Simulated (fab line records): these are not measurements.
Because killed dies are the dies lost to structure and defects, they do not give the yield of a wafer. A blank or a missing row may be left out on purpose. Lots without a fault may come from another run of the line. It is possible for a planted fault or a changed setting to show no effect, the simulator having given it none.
The same fault as seen by 2 desks | flow berkeley cmos170 | what lay behind the numbers comes last; until then each desk has only its own

== AT THE TOOL OWNER'S DESK: lpcvd-01 ==
The tool's own readings at UCB170_PWELL_CVD_05 (deposits Si3N4 from SiH2Cl2/NH3, target thk 220 nm, time 3300 s): means of the sampled wafers that have a number, for each lot that ran on this tool. A lot is out of limits, marked OUT, if its mean lies more than 4 standard deviations from the usual mean; the brackets give that distance.
Columns: A = pressure mtorr at UCB170_PWELL_CVD_05, usual 200.0 mTorr; B = zone power source pct at UCB170_PWELL_CVD_05, usual 20.0 %
lot  | first seen here | A     | B
L270 | day 3 03:55     | 199.6 | 20.2
L271 | day 3 05:54     | 200.5 | 20.5
L276 | day 4 12:56     | 199.9 | 20.0
L281 | day 5 06:18     | 200.0 | 19.9
L285 | day 5 21:23     | 200.5 | 20.2
Result from this desk: across the 5 lots, nothing is out of limits.

== FROM THE METROLOGY DESK ==
Lot by lot, what the gauges showed, no matter which tool ran the lot: averages of those sampled wafers that carry a number. A lot is out of limits, marked OUT, if its mean lies more than 4 standard deviations from the usual mean; the brackets give that distance.
Columns: A = PWELL_NITRIDE_THK at UCB170_PWELL_THK_MEAS_06, usual 219.6 nm; B = SACOX_OXIDE_THK at UCB170_SACOX_THK_MEAS_02, usual 14.5 nm; C = M3_AL_THK at UCB170_M3_THK_MEAS_03, usual 887 nm
lot  | first seen here | A               | B    | C
L269 | day 2 21:32     | 221.8           | 14.2 | 883
L270 | day 3 05:50     | 220.4           | 14.4 | 887
L271 | day 3 07:49     | 220.3           | 14.2 | 887
L276 | day 4 14:52     | 219.3           | 15.0 | 882
L281 | day 5 08:14     | 139.6 (-33) OUT | 14.5 | 893
L285 | day 5 23:18     | 221.7           | 14.2 | 880
L284 | day 6 08:40     | 212.7           | 14.4 | 892
L286 | day 6 08:40     | 219.9           | 14.6 | 895
L287 | day 6 15:01     | 217.4           | 14.4 | 893
Finding of this desk: L281 out of limits, first seen on L281 at day 5 08:14 (PWELL_NITRIDE_THK at UCB170_PWELL_THK_MEAS_06). L269, L270, L271, L276, L285, L284, L286, L287 stayed within limits.

== BROUGHT TOGETHER ==
An alarm was possible from the metrology desk at day 5 08:14, on L281.
The desk of the tool owner found nothing out of limits.
On record at the tool owner's desk: L281, within its limits.
UCB170_PWELL_CVD_05 was run on lpcvd-01 by each of the lots named.

== WHAT WAS PUT IN BY THE SIMULATOR ==
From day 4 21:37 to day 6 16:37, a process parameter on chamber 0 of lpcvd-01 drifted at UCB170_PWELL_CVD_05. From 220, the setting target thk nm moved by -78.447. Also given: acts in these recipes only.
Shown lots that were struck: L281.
Per desk, hours elapsed from the start of the fault to the first reading out of limits: for the metrology desk, 11.
